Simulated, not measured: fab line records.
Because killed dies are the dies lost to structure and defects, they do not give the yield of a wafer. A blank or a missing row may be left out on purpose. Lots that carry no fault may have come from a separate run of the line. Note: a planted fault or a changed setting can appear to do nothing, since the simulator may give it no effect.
8D (eight disciplines) problem report, filled in by code + flow rit_cmos + the parts of the form that need people (team, actions taken, sign-off) are left out

## 1. WHAT WENT WRONG
Wafers free of any fault read 2132 (standard deviation 12) for NWELL_TW at RIT_NWELL_TW_MEAS_10, against a mean of 1017 on 6 wafers of 2 lots. That is -93 standard deviations from the usual mean.
Seen first at day 5 16:17 on film_metro-02, wafer L783.2. At this step, 42 wafers from 14 lots have a number in the record. Rule for "out" (also "out of limits"): further than 4 standard deviations from the usual mean. All remaining wafers that have a number are taken as sound.

## 2. WHAT THIS IS AND IS NOT
| question                    | is                           | is not                                                                          |
|-----------------------------|------------------------------|---------------------------------------------------------------------------------|
| which readings at this step | NWELL_TW                     | -                                                                               |
| which lots                  | L782, L783                   | L766, L767, L768, L770, L773, L774, L775, L777, L778, L786, L787, L788          |
| which wafers of those lots  | all that have a number       | -                                                                               |
| read on which gauges        | film_metro-02, film_metro-04 | film_metro-03                                                                   |
| when                        | from day 5 16:17             | up to then (27 sound wafers); but 9 sound wafers of L786, L787, L788 came after |

## 3. WHAT RULES OUT EACH SUSPECT
Counting: a tool stays on the suspect list if, at a process step up to the reading, it processed all lots that are out and no sound lot following the first of them.
- the gauge at RIT_NWELL_TW_MEAS_10: ruled out. The wafers that are out were read on 2 gauges (film_metro-02, film_metro-04).
- implanter-04 at RIT_NWELL_IMPLANT_08: kept. It processed each lot that is out, first L783 at day 5 15:58, and no sound lot thereafter; up to then, the last sound lot it processed was L775 at day 4 02:28. On those wafers its own readings are out: dose_ions_cm2, faraday_current_uA.
Left after counting: implanter-04 at RIT_NWELL_IMPLANT_08.

## 4. THE CAUSE (what the simulator had put in)
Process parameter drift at RIT_NWELL_IMPLANT_08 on implanter-04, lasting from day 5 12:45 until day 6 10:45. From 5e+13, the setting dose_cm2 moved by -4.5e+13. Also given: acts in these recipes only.
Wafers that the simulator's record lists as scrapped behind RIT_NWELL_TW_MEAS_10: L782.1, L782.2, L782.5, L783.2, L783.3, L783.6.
After counting, this tool was the only one left.

## 5. SEQUENCE OF EFFECTS, ordered by route
Rows list readings where the struck wafers' mean (over those with a number) sits beyond 3 standard deviations from the usual. Only readings for which the record gives a usual standard deviation are gone through. hours: the time from each lot's start at the first step in this table that gives one to its start at this step, as a median over the lots. sigmas: the change in usual standard deviations.
| hours | step                 | reading            | usual     | on struck wafers | change     | sigmas      |
|-------|----------------------|--------------------|-----------|------------------|------------|-------------|
| 0     | RIT_NWELL_IMPLANT_08 | dose_ions_cm2      | 4.999e+13 | 4.982e+12        | -4.501e+13 | -99 or more |
| 0     | RIT_NWELL_IMPLANT_08 | faraday_current_uA | 158.4     | 15.9             | -142.5     | -53         |
| 0     | RIT_NWELL_TW_MEAS_10 | NWELL_TW           | 2132      | 1017             | -1115      | -93         |
Its process steps:
- RIT_NWELL_IMPLANT_08

## 6. WHAT WOULD HAVE CAUGHT IT SOONER
Counted from the fault's start at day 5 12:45, it took 4 hours until the first out-of-limits reading at a measuring or inspecting step in this record, taken at day 5 16:17.
At RIT_NWELL_IMPLANT_08, the tool's own readings (dose_ions_cm2, faraday_current_uA) were out on each struck wafer the step has a row for, so an alarm limit on them would have fired on the first such wafer.
L782, from the lots that are out (2), started RIT_NWELL_IMPLANT_08 on implanter-04 later than day 5 16:17. Putting the tool on hold at that point would have spared it.
